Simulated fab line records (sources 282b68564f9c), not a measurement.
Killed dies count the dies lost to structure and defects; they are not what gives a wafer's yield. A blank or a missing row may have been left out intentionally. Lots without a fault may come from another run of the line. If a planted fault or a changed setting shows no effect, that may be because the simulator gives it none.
Which tool was responsible? :: flow rit_cmos :: 7 lots, 21 wafers sampled, at 2 steps of a route of 202

WHAT THE GAUGES READ, wafer by wafer
RIT_NSD_TW_MEAS_10.
lot: L919
measured: day 3 15:08
on: film_metro-03
NSD_TW: 3167 3168 3176

lot: L923
measured: day 4 12:31
on: film_metro-01
NSD_TW: 3120 3121 3114

lot: L924
measured: day 5 03:56
on: film_metro-03
NSD_TW: 3135 3151 3150

lot: L926
measured: day 5 09:41
on: film_metro-03
NSD_TW: 3158 3124 3142

lot: L930
measured: day 6 08:32
on: film_metro-01
NSD_TW: 2474 2483 2479

lot: L932
measured: day 6 20:49
on: film_metro-01
NSD_TW: 3102 3108 3100

lot: L939
measured: day 8 07:24
on: film_metro-01
NSD_TW: 3104 3115 3100

WHAT TOOL EACH LOT RAN ON (gives the tool, then ch and the chambers of the sampled wafers, and finally the start)
lot: L919
RIT_NSD_IMPLANT_08: implanter-04 ch 0, day 3 14:50

lot: L923
RIT_NSD_IMPLANT_08: implanter-04 ch 0, day 4 12:13

lot: L924
RIT_NSD_IMPLANT_08: implanter-02 ch 0, day 5 03:36

lot: L926
RIT_NSD_IMPLANT_08: implanter-01 ch 0, day 5 09:21

lot: L930
RIT_NSD_IMPLANT_08: implanter-01 ch 0, day 6 08:13

lot: L932
RIT_NSD_IMPLANT_08: implanter-04 ch 0, day 6 20:31

lot: L939
RIT_NSD_IMPLANT_08: implanter-02 ch 0, day 8 07:05
- RIT_NSD_IMPLANT_08

THE ANSWER, worked out from the rows above alone
Rule: the usual values come from the lots themselves. The widest of any qualifying gaps counts: lots, ordered by their means at a reading, are off when they make up no more than a third of the lots, leave a main group of 4 or more, and stand apart from it by 3 or more times the standard deviation of that group's means. A main group whose means are all the same, to the digits that the tables above print for the reading, isn't used. Also off: a lot with no number at a reading for which 4 or more lots have one. Where the step has rows for the other lots, those lots are counted as sound.
Off: L930, seen at RIT_NSD_TW_MEAS_10 (NSD_TW). For the main group the mean is 3131 and the standard deviation 24.
If a tool, at a process step before that reading, ran all the lots that are off and no sound lot after the first of them, it fits. The gauges at RIT_NSD_TW_MEAS_10 are tried like those tools. One fits: implanter-01 at RIT_NSD_IMPLANT_08. Its last sound lot is L926 (day 5 09:21), its first lot that is off L930 (day 6 08:13): a fault that began between those two fits.

WHAT THE SIMULATOR HAD PUT IN
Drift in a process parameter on implanter-01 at RIT_NSD_IMPLANT_08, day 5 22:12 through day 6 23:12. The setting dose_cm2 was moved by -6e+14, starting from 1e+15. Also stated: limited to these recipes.
Lots struck among those shown: L930. This agrees with what the rule above found.
